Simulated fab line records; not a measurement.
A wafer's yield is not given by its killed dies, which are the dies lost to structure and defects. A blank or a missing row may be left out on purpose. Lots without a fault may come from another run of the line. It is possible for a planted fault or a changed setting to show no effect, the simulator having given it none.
A lot that was struck, set against a sound lot + flow ritCmos + 15 steps out of a route of 202
Sound: wafers L605.3, L605.4, L605.6. Wafers L610.3, L610.5, L610.6 were the ones struck. Last of all comes the cause.
Each step with rows lists, per side, the tool, then ch with its chambers, then its first start. Under that, the readings that differ: sound wafers + struck wafers + difference of the means + sigmas: that difference in standard deviations of wafers without a fault.
alike: readings with means less than 2 such deviations apart, plus words and numbers identical on both sides. not compared: withheld readings, readings lacking a value on some wafer, bounds such as >300 that could conceal the same value, and numbers that have no deviation in the record and whose values overlap.
A row with sigmas, a row that says differs or no value, or rows on one side alone: a step with any of these is where the two part. Numbers that don't overlap but have no deviation are shown without sigmas and don't part them. A reading missing from all wafers of one side parts the sides only when that side holds two or more wafers.

RIT_ACTIVE_BOW_MEAS_00:
  struck on filmMetro-01, day 3 22:02; sound on filmMetro-02, day 2 21:02
  alike: INCOMING_BOW
then, 1 step without rows for these wafers: RIT_ACTIVE_OXIDATION_01 (target thk 46.8 nm, ox time 3200 s).
RIT_ACTIVE_THK_MEAS_02:
  struck on filmMetro-01, day 4 00:04; sound on filmMetro-02, day 2 23:04
  alike: ACTIVE_OXIDE_THK
then, 1 step without rows for these wafers: RIT_ACTIVE_CVD_03 (deposits Si3N4 from SiH2Cl2/NH3, target thk 150 nm, time 1500 s).
RIT_ACTIVE_THK_MEAS_04:
  struck on filmMetro-04, day 4 01:33; sound on filmMetro-01, day 3 00:33
  alike: ACTIVE_NITRIDE_THK
then, 3 steps without rows for these wafers: RIT_ACTIVE_HMDS_05 (prime time 60 s); RIT_ACTIVE_COAT_06 (resist thk 1000 nm); RIT_ACTIVE_SOFTBAKE_07 (time 60 s).
RIT_ACTIVE_EXPOSE_08: exposes mask M1, target cd 1400 nm.
  sound on ilineStepper-01 ch 0, day 3 01:12; struck on ilineStepper-01 ch 0, day 4 02:12
| reading           | sound                | struck               | difference | sigmas      |
|-------------------|----------------------|----------------------|------------|-------------|
| exposureDoseMJCm2 | 223.48 223.55 223.49 | 254.94 254.74 254.59 | +31.25     | +99 or more |
  alike: mask
then, 1 step without rows for these wafers: RIT_ACTIVE_PEB_09.
RIT_ACTIVE_DEVELOP_10: develop time 51 s.
  sound on lithoTrack-01 ch 0; struck on lithoTrack-03 ch 0
| reading                | sound          | struck         | difference | sigmas |
|------------------------|----------------|----------------|------------|--------|
| model.ACTIVE.cdNm (nm) | 1404 1401 1401 | 1360 1362 1361 | -41        |        |
RIT_ACTIVE_CD_MEAS_11 targets a cd of 1400 nm.
  struck on cdSem-01, day 4 02:53; sound on cdSem-02, day 3 01:36
| reading   | sound                | struck               | difference | sigmas |
|-----------|----------------------|----------------------|------------|--------|
| cdNm (nm) | 1404.3 1401.4 1401.5 | 1359.8 1362.2 1361.1 | -41.4      | -17    |
  not compared: hold
RIT_ACTIVE_ETCH_13: etches Si3N4 in SF6, stops on SiO2, time 210 s, target depth 210 nm.
  sound on rieDiel-01 ch 2,3, day 3 01:50; struck on rieDiel-03 ch 0,1,3, day 4 07:02
| reading                | sound          | struck         | difference | sigmas |
|------------------------|----------------|----------------|------------|--------|
| model.ACTIVE.cdNm (nm) | 1404 1402 1401 | 1360 1362 1361 | -41        |        |
  alike: chamberPressureMTorr, drypumpMotorCurrentA, oesProductAu, throttleValvePct
  not compared: rfHoursCounterH
RIT_ACTIVE_STRIP_14: strips in O2, time 180 s.
  sound on plasmaAsher-04 ch 0,1, day 3 02:02; struck on plasmaAsher-03 ch 0,1, day 4 07:14
  alike: chamberPressureMTorr, drypumpMotorCurrentA
  not compared: rfHoursCounterH
-- the record jumps here: 2 days lie between the struck wafers' starts before and after (it left off in module ACTIVE and takes up again in module M1, whose first step shown is number 202 of the route) --
RIT_M1_PROBE_99:
  struck on prober-02, day 6 12:38; sound on prober-01, day 4 23:17
  alike: killed_at_M0_to_M3, killedAtContacts, killedAtFrontEnd, killedDies, killedOpen, killedShort

WHERE THEY PART
Earliest at RIT_ACTIVE_EXPOSE_08; latest, in this record, at RIT_ACTIVE_CD_MEAS_11. Later steps at which nothing parts them and some readings are alike: RIT_ACTIVE_ETCH_13, RIT_ACTIVE_STRIP_14, RIT_M1_PROBE_99.

WHY: what had been put in by the simulator
Process parameter drift: ilineStepper-01, from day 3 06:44 on, at RIT_ACTIVE_EXPOSE_08. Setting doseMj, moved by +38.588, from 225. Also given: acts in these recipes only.
